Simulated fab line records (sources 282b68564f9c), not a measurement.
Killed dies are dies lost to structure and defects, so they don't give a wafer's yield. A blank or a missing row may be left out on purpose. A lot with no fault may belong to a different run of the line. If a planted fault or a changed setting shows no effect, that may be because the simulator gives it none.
A lot that was struck, set against a sound lot | flow ritCmos | 28 steps out of a route of 202
Sound: the wafers L885.2, L885.3, L885.5. Struck: wafers L875.1, L875.3, L875.6. The cause is given at the end.
Per side, at each step with rows, come the tool, then ch with its chambers, and then its first start. Under that, the readings that differ: sound wafers | struck wafers | difference of the means | sigmas: that difference in standard deviations of wafers without a fault.
alike: readings whose means differ by less than 2 such deviations, and words and numbers that are the same on both sides. not compared: withheld readings, readings that some wafer has no value for, bounds like >300 that may hide the same value, and numbers for which the record gives no deviation and whose values overlap.
A row with sigmas, a row that says differs or no value, or rows on one side alone: a step with any of these is where the two part. Numbers that have no deviation but don't overlap get no sigmas and don't part them. A reading that every wafer of one side lacks parts them only if that side has two wafers or more.

RIT_ACTIVE_BOW_MEAS_00:
  sound on filmMetro-02, day 3 22:01; struck on filmMetro-02, day 1 20:00
  alike: INCOMING_BOW
RIT_ACTIVE_OXIDATION_01: target thk 46.8 nm, ox time 3360 s.
  sound on furnace-04 ch 0, day 3 22:07; struck on furnace-02 ch 0, day 2 03:47
  alike: spikeTcLoadC
RIT_ACTIVE_THK_MEAS_02:
  sound on filmMetro-02, day 4 00:04; struck on filmMetro-03, day 2 05:44
reading               | sound          | struck         | difference | sigmas
ACTIVE_OXIDE_THK (nm) | 47.6 47.8 47.7 | 72.6 70.9 73.1 | +24.5      | +28
then, 1 step without rows for these wafers: RIT_ACTIVE_CVD_03 (deposits Si3N4 from SiH2Cl2/NH3, target thk 150 nm, time 1500 s).
RIT_ACTIVE_THK_MEAS_04:
  sound on filmMetro-01, day 4 01:32; struck on filmMetro-01, day 2 07:12
  alike: ACTIVE_NITRIDE_THK
then, 6 steps without rows for these wafers: RIT_ACTIVE_HMDS_05 (prime time 60 s); RIT_ACTIVE_COAT_06 (resist thk 1000 nm); RIT_ACTIVE_SOFTBAKE_07 (time 60 s); RIT_ACTIVE_EXPOSE_08 (exposes mask M1, target cd 1400 nm); RIT_ACTIVE_PEB_09; RIT_ACTIVE_DEVELOP_10 (develop time 50 s).
RIT_ACTIVE_CD_MEAS_11 targets a cd of 1400 nm.
  sound on cdSem-01, day 4 02:28; struck on cdSem-02, day 2 08:24
  alike: cdNm
then, 1 step without rows for these wafers: RIT_ACTIVE_HARDBAKE_12 (time 60 s).
RIT_ACTIVE_ETCH_13: etches Si3N4 in SF6, stops on SiO2, time 210 s, target depth 210 nm.
  sound on rieDiel-03 ch 1,2, day 4 02:43; struck on rieDiel-02 ch 0,1, day 2 08:52
reading                                      | sound             | struck           | difference | sigmas
throttleValvePct (%)                         | 7.29 7.48 7.28    | 7.65 7.69 7.64   | +0.31      | +2
model.SiO2_of_ACTIVE_OXIDATION_01.thkNm (nm) | 46.91 47.37 47.06 | 72.6 69.75 73.11 | +24.7      | 
  alike: drypumpMotorCurrentA, oesProductAu
  not compared: rfHoursCounterH
RIT_ACTIVE_STRIP_14: strips in O2, time 180 s.
  sound on plasmaAsher-02 ch 0,1, day 4 02:50; struck on plasmaAsher-03 ch 0,1, day 2 09:02
reading                  | sound       | struck      | difference | sigmas
drypumpMotorCurrentA (A) | 6.4 6.4 6.3 | 5.7 5.6 5.6 | -0.7       | -2
  alike: rfReflPowerW
  not compared: rfHoursCounterH
RIT_ACTIVE_CD_MEAS_90 targets a cd of 1400 nm.
  sound on cdSem-02, day 4 03:02; struck on cdSem-01, day 2 09:13
  alike: cdNm
then, 4 steps without rows for these wafers: RIT_ACTIVE_CLEAN_15 (cleans in SC1, time 600 s); RIT_ACTIVE_CLEAN_16 (cleans in dHF, time 30 s); RIT_ACTIVE_CLEAN_17 (cleans in SC2, time 600 s); RIT_FOX1_OXIDATION_00 (target thk 350.7 nm, ox time 1130 s).
RIT_FOX1_THK_MEAS_01:
  sound on filmMetro-01, day 4 04:50; struck on filmMetro-04, day 2 11:01
reading             | sound       | struck      | difference | sigmas
FOX1_OXIDE_THK (nm) | 332 337 339 | 357 348 357 | +18        | +2
then, 2 steps without rows for these wafers: RIT_FOX1_WET_ETCH_02 (etches SiO2 in BOE, target depth 350 nm, time 390 s); RIT_FOX2_OXIDATION_00 (target thk 350.7 nm, ox time 1130 s).
RIT_FOX2_THK_MEAS_01:
  sound on filmMetro-04, day 4 06:19; struck on filmMetro-01, day 2 12:32
  alike: FOX2_OXIDE_THK
then, 1 step without rows for these wafers: RIT_FOX2_CLEAN_02 (cleans in dHF, time 180 s).
RIT_FOX2_WET_ETCH_03: etches Si3N4 in H3PO4, target depth 195 nm, time 2700 s.
  sound on wetBench-01 ch 0, day 4 06:26; struck on wetBench-01 ch 3, day 2 13:08
reading                                      | sound            | struck            | difference | sigmas
model.SiO2_of_ACTIVE_OXIDATION_01.thkNm (nm) | 41.57 41.98 41.7 | 64.52 61.93 64.96 | +22.05     | 
RIT_FOX2_THK_MEAS_90:
  sound on filmMetro-01, day 4 07:12; struck on filmMetro-01, day 2 13:54
  alike: FIELD_OXIDE_LEFT_1_THK
RIT_M1_PROBE_99:
  the record has rows for the struck wafers here (prober-02, day 4 08:19) and none for the sound ones

WHERE THEY PART
Earliest at RIT_ACTIVE_THK_MEAS_02; latest, in this record, at RIT_M1_PROBE_99.

WHY: whatever the simulator had introduced
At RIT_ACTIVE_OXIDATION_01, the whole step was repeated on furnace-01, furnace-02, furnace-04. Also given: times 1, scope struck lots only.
